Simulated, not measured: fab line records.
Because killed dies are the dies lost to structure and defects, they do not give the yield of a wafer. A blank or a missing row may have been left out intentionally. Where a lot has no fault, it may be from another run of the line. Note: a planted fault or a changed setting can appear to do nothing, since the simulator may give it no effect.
Which tool is to blame? / flow ritCmos / 39 wafers from 13 lots sampled at 2 of the route's 202 steps

WHAT THE GAUGES SHOWED, per wafer
The record lacks any reading of a measuring or inspecting step that a usual standard deviation could be used to judge.

WHAT TOOL EACH LOT RAN ON (gives the tool, then ch and the chambers of the sampled wafers, and finally the start)
lot=L535; RIT_SPACER_ETCHBACK_05=rieDiel-03 ch 0,2, day 2 22:39; RIT_M1_PROBE_99=-
lot=L536; RIT_SPACER_ETCHBACK_05=rieDiel-03 ch 0,2,3, day 3 03:28; RIT_M1_PROBE_99=prober-02, day 3 15:32
lot=L537; RIT_SPACER_ETCHBACK_05=rieDiel-04 ch 0,1, day 3 08:27; RIT_M1_PROBE_99=-
lot=L538; RIT_SPACER_ETCHBACK_05=rieDiel-02 ch 2,3, day 3 11:46; RIT_M1_PROBE_99=prober-02, day 3 22:58
lot=L541; RIT_SPACER_ETCHBACK_05=rieDiel-03 ch 1,3, day 4 04:01; RIT_M1_PROBE_99=-
lot=L542; RIT_SPACER_ETCHBACK_05=rieDiel-02 ch 0,1,3, day 4 08:18; RIT_M1_PROBE_99=-
lot=L549; RIT_SPACER_ETCHBACK_05=rieDiel-04 ch 0,1,3, day 5 20:18; RIT_M1_PROBE_99=-
lot=L548; RIT_SPACER_ETCHBACK_05=rieDiel-02 ch 0,1,3, day 5 21:20; RIT_M1_PROBE_99=prober-01, day 6 08:44
lot=L550; RIT_SPACER_ETCHBACK_05=rieDiel-04 ch 1,2,3, day 5 23:56; RIT_M1_PROBE_99=prober-02, day 6 11:10
lot=L551; RIT_SPACER_ETCHBACK_05=rieDiel-04 ch 0,1,2, day 6 05:25; RIT_M1_PROBE_99=prober-01, day 6 16:32
lot=L553; RIT_SPACER_ETCHBACK_05=rieDiel-03 ch 0,3, day 6 17:15; RIT_M1_PROBE_99=-
lot=L554; RIT_SPACER_ETCHBACK_05=rieDiel-03 ch 1,2, day 6 20:31; RIT_M1_PROBE_99=prober-02, day 7 07:31
lot=L555; RIT_SPACER_ETCHBACK_05=rieDiel-04 ch 1,2,3, day 7 02:18; RIT_M1_PROBE_99=-
- RIT_SPACER_ETCHBACK_05: etches Si3N4 in SF6/CHF3, stops on SiO2, target depth 250 nm, time 240 s.
- RIT_M1_PROBE_99

AS READ BY THE TOOLS THEMSELVES (means over the sampled wafers that have a number; for cases with no such wafer, the mark the record gives instead)
RIT_SPACER_ETCHBACK_05.
lot=L535; tool=rieDiel-03; drypumpMotorCurrentA (A)=6.3; oesProductAu (a.u.)=0.836; runLengthS (s)=268.4; throttleValvePct (%)=10.00
lot=L536; tool=rieDiel-03; drypumpMotorCurrentA (A)=6.1; oesProductAu (a.u.)=0.842; runLengthS (s)=268.3; throttleValvePct (%)=10.05
lot=L537; tool=rieDiel-04; drypumpMotorCurrentA (A)=5.8; oesProductAu (a.u.)=0.844; runLengthS (s)=268.4; throttleValvePct (%)=10.28
lot=L538; tool=rieDiel-02; drypumpMotorCurrentA (A)=5.6; oesProductAu (a.u.)=0.857; runLengthS (s)=268.5; throttleValvePct (%)=10.18
lot=L541; tool=rieDiel-03; drypumpMotorCurrentA (A)=5.7; oesProductAu (a.u.)=0.862; runLengthS (s)=268.0; throttleValvePct (%)=10.36
lot=L542; tool=rieDiel-02; drypumpMotorCurrentA (A)=6.0; oesProductAu (a.u.)=0.879; runLengthS (s)=258.9; throttleValvePct (%)=10.19
lot=L549; tool=rieDiel-04; drypumpMotorCurrentA (A)=5.7; oesProductAu (a.u.)=0.849; runLengthS (s)=267.9; throttleValvePct (%)=10.26
lot=L548; tool=rieDiel-02; drypumpMotorCurrentA (A)=6.0; oesProductAu (a.u.)=0.881; runLengthS (s)=258.9; throttleValvePct (%)=10.19
lot=L550; tool=rieDiel-04; drypumpMotorCurrentA (A)=5.9; oesProductAu (a.u.)=0.845; runLengthS (s)=268.1; throttleValvePct (%)=10.26
lot=L551; tool=rieDiel-04; drypumpMotorCurrentA (A)=5.8; oesProductAu (a.u.)=0.854; runLengthS (s)=268.3; throttleValvePct (%)=10.28
lot=L553; tool=rieDiel-03; drypumpMotorCurrentA (A)=5.9; oesProductAu (a.u.)=0.842; runLengthS (s)=268.0; throttleValvePct (%)=10.11
lot=L554; tool=rieDiel-03; drypumpMotorCurrentA (A)=5.9; oesProductAu (a.u.)=0.844; runLengthS (s)=268.2; throttleValvePct (%)=10.30
lot=L555; tool=rieDiel-04; drypumpMotorCurrentA (A)=5.9; oesProductAu (a.u.)=0.843; runLengthS (s)=267.9; throttleValvePct (%)=10.26

RIT_M1_PROBE_99.
lot=L536 tool=prober-02 killed_at_M0_to_M3=0.0 killedAtContacts=0.0 killedAtFrontEnd=5.3 killedDies=5.3 killedOpen=2.7 killedShort=2.7
lot=L538 tool=prober-02 killed_at_M0_to_M3=0.0 killedAtContacts=0.0 killedAtFrontEnd=7.7 killedDies=7.7 killedOpen=3.7 killedShort=4.0
lot=L548 tool=prober-01 killed_at_M0_to_M3=0.0 killedAtContacts=0.0 killedAtFrontEnd=6.7 killedDies=6.7 killedOpen=2.7 killedShort=4.0
lot=L550 tool=prober-02 killed_at_M0_to_M3=0.0 killedAtContacts=0.0 killedAtFrontEnd=12.3 killedDies=12.3 killedOpen=6.3 killedShort=6.0
lot=L551 tool=prober-01 killed_at_M0_to_M3=0.0 killedAtContacts=0.0 killedAtFrontEnd=6.0 killedDies=6.0 killedOpen=3.7 killedShort=2.3
lot=L554 tool=prober-02 killed_at_M0_to_M3=0.0 killedAtContacts=0.0 killedAtFrontEnd=8.3 killedDies=8.3 killedOpen=4.7 killedShort=3.7

THE ANSWER, worked out from the rows above alone
Rule: usual is defined by the lots themselves. The widest of any qualifying gaps counts: lots, ordered by their means at a reading, are off when they make up no more than a third of the lots, leave a main group of 4 or more, and stand apart from it by 3 or more times the standard deviation of that group's means. A main group whose means are all the same, to the digits that the tables above print for the reading, isn't used. Also off: a lot with no number at a reading for which 4 or more lots have one. The other lots that the step has rows for count as sound. The gauges are gone through in route order, then the tools' own readings, and for those a lot's mean is taken as printed above. At the first step where some lot is off, the reading lying furthest off is the one used; lots without a number count as furthest.
Off, at RIT_SPACER_ETCHBACK_05 on runLengthS: L542, L548. The main group has a mean of 268.2 s with a standard deviation of 0.2.
If a tool, at that step or one of the process steps before it, ran each lot that is off and ran no sound lot following the first of them, it fits. One fits: rieDiel-02 at RIT_SPACER_ETCHBACK_05. Its last sound lot is L538 (day 3 11:46), its first lot that is off L542 (day 4 08:18): a fault that began between those two fits.
On the lots that are off, the tool's own readings at RIT_SPACER_ETCHBACK_05 differ by more than 5 times the standard deviation of the sound lots' means, which bears it out; runLengthS reads 258.9 s there versus 268.2 s on the sound lots.

WHAT THE SIMULATOR HAD INSERTED
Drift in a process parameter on rieDiel-02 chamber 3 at RIT_SPACER_ETCHBACK_05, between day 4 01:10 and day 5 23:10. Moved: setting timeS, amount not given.
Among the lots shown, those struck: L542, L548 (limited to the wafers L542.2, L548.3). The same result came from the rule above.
